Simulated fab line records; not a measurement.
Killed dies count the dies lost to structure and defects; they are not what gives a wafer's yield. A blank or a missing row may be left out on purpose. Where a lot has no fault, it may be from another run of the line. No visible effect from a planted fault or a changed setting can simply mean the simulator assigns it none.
One fault seen from 2 desks :: flow berkeley-cmos170 :: each desk holds nothing but its own numbers, with what lay behind them at the end

DESK OF THE TOOL OWNER: implanter-03
UCB170_NLDD_IMPLANT_08, tool's own readings: per-lot mean of the sampled wafers with a number, covering each lot this tool ran. If a lot's mean is further than 4 standard deviations from the usual mean, the lot is out of limits and carries the mark OUT (the distance appears in the brackets).
Columns: A = beam-on-s at UCB170_NLDD_IMPLANT_08, usual 9.99 s
lot: L858
first seen here: day 7 08:39
A: 10.02

lot: L860
first seen here: day 7 22:21
A: 10.29

lot: L869
first seen here: day 10 10:25
A: 10.11

lot: L871
first seen here: day 10 13:47
A: 10.02

lot: L873
first seen here: day 10 18:50
A: 9.83
Finding of this desk: none of the 5 lots has anything out of limits.

THE METROLOGY DESK
Lot by lot, what the gauges showed, no matter which tool ran the lot: averages of those sampled wafers that carry a number. If a lot's mean is further than 4 standard deviations from the usual mean, the lot is out of limits and carries the mark OUT (the distance appears in the brackets).
Columns: A = NLDD_TW at UCB170_NLDD_TW_MEAS_11, usual 2213; B = NLDD_RS at UCB170_SDANNEAL_RS_MEAS_05, usual 620.5 ohm/sq; C = cd-nm at UCB170_M2_CD_MEAS_15, usual 700.0 nm
lot: L850
first seen here: day 5 20:29
A: 2202
B: 620.8
C: 700.3

lot: L851
first seen here: day 6 08:26
A: 2228
B: 622.9
C: 702.5

lot: L853
first seen here: day 6 21:35
A: 2207
B: 619.8
C: 701.8

lot: L856
first seen here: day 6 21:49
A: 2231
B: 620.0
C: 698.4

lot: L858
first seen here: day 7 09:01
A: 2188
B: 566.7 (-41) OUT
C: -

lot: L860
first seen here: day 7 22:45
A: 2192
B: 562.0 (-45) OUT
C: -

lot: L862
first seen here: day 8 08:29
A: 2202
B: 619.4
C: 698.8

lot: L865
first seen here: day 8 23:26
A: 2209
B: 621.4
C: 698.1

lot: L863
first seen here: day 8 23:41
A: 2208
B: 620.3
C: 700.6

lot: L868
first seen here: day 9 22:02
A: 2207
B: 619.9
C: 701.3

lot: L869
first seen here: day 10 10:49
A: 2196
B: 621.0
C: 699.1

lot: L870
first seen here: day 10 11:06
A: 2237
B: 621.2
C: 699.1

lot: L871
first seen here: day 10 14:10
A: 2197
B: 620.5
C: 701.8

lot: L873
first seen here: day 10 19:14
A: 2217
B: 619.6
C: 700.9
Per this desk, out of limits: L858, L860; the first was L858, day 8 02:24 (NLDD_RS at UCB170_SDANNEAL_RS_MEAS_05). In limits: L850, L851, L853, L856, L862, L865, L863, L868, L869, L870, L871, L873.

BROUGHT TOGETHER
Metrology desk: alarm possible at day 8 02:24 on L858, L860.
The tool owner's desk saw nothing out of limits.
Tool owner's desk: L858, L860 on record, inside its limits.
Every lot named ran UCB170_NLDD_IMPLANT_08 on implanter-03.

WHAT THE SIMULATOR HAD INSERTED
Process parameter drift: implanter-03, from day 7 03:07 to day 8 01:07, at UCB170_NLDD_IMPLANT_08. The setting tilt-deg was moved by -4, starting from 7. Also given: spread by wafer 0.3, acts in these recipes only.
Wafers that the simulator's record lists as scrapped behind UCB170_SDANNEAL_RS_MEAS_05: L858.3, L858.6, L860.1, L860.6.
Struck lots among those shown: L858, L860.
Time in hours between the start of the fault and the first out-of-limits reading at each desk: metrology desk, 23.
